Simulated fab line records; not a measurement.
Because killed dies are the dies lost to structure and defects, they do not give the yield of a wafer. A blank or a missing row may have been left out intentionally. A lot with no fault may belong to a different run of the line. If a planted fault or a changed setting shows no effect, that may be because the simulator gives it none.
The same fault as seen by 2 desks    flow berkeley cmos170    every desk sees just its own numbers, and what lay behind them comes last

TOOL OWNER'S DESK, rie metal-04
The tool's own readings at UCB170_M2_METAL_ETCH_18 (etches Al in Cl2/BCl3, stops on SiO2, target depth 1170 nm, time 195 s): means of the sampled wafers that have a number, for each lot that ran on this tool. Marked OUT: a lot whose mean sits more than 4 standard deviations from the usual mean, which makes it out of limits; the brackets give that distance.
Columns: A = chamber pressure mTorr at UCB170_M2_METAL_ETCH_18, usual 12.002 mTorr; B = drypump motor current A at UCB170_M2_METAL_ETCH_18, usual 5.8 A; C = oes product au at UCB170_M2_METAL_ETCH_18, usual 0.848 a.u.; D = throttle valve pct at UCB170_M2_METAL_ETCH_18, usual 24.4 %
lot   first seen here  A       B    C                 D
L584  day 8 06:11      12.001  5.8  0.880             24.8
L587  day 8 10:56      12.005  5.8  0.871             24.6
L591  day 9 01:43      11.991  5.8  0.864             24.3
L598  day 11 01:35     11.996  5.7  0.737 (-6.2) OUT  24.9
L599  day 11 17:35     12.003  5.7  0.743 (-5.9) OUT  24.9
Finding of this desk: L598, L599 out of limits; the first was L598 at day 11 01:35, on oes product au at UCB170_M2_METAL_ETCH_18. L584, L587, L591: within limits.

THE METROLOGY DESK
What the gauges read for every lot (on any tool): the sampled wafers with a number, averaged. Marked OUT: a lot whose mean sits more than 4 standard deviations from the usual mean, which makes it out of limits; the brackets give that distance.
Columns: A = cd nm at UCB170_M2_CD_MEAS_15, usual 699.6 nm; B = cd nm at UCB170_M2_CD_MEAS_90, usual 699.0 nm; C = V2_OVL at UCB170_V2_OVL_MEAS_13, usual -1 nm
lot   first seen here  A      B                 C
L584  day 8 06:01      698.9  700.5             -0
L587  day 8 10:44      697.5  695.1             1
L586  day 8 11:00      702.0  700.8             2
L588  day 8 11:14      699.8  696.4             4
L590  day 9 01:02      697.6  696.3             3
L591  day 9 01:31      697.7  697.6             1
L596  day 10 06:58     698.0  696.8             -10
L595  day 10 08:02     699.8  702.4             3
L598  day 11 01:23     702.7  727.3 (+9.8) OUT  -
L599  day 11 17:23     700.8  723.5 (+8.4) OUT  -
L601  day 11 18:21     698.3  694.8             0
L602  day 12 06:26     700.4  697.7             -4
L606  day 12 17:23     697.4  694.8             -2
L605  day 12 18:04     699.0  699.7             -4
Finding of this desk: L598, L599 out of limits; the first was L598 at day 11 01:52, on cd nm at UCB170_M2_CD_MEAS_90. L584, L587, L586, L588, L590, L591, L596, L595, L601, L602, L606, L605: within limits.

PUT TOGETHER
The tool owner's desk had the chance to raise an alarm at day 11 01:35 on L598, L599.
On L598, L599, the metrology desk was in a position to raise an alarm at day 11 01:52.
On rie metal-04, each named lot ran UCB170_M2_METAL_ETCH_18.

WHAT THE SIMULATOR HAD INSERTED
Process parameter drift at UCB170_M2_METAL_ETCH_18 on rie metal-04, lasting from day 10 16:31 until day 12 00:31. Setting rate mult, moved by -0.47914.
Shown lots that were struck: L598, L599.
Counting hours from when the fault started, the first reading out of limits came at 9 for the tool owner's desk and at 9 for the metrology desk.
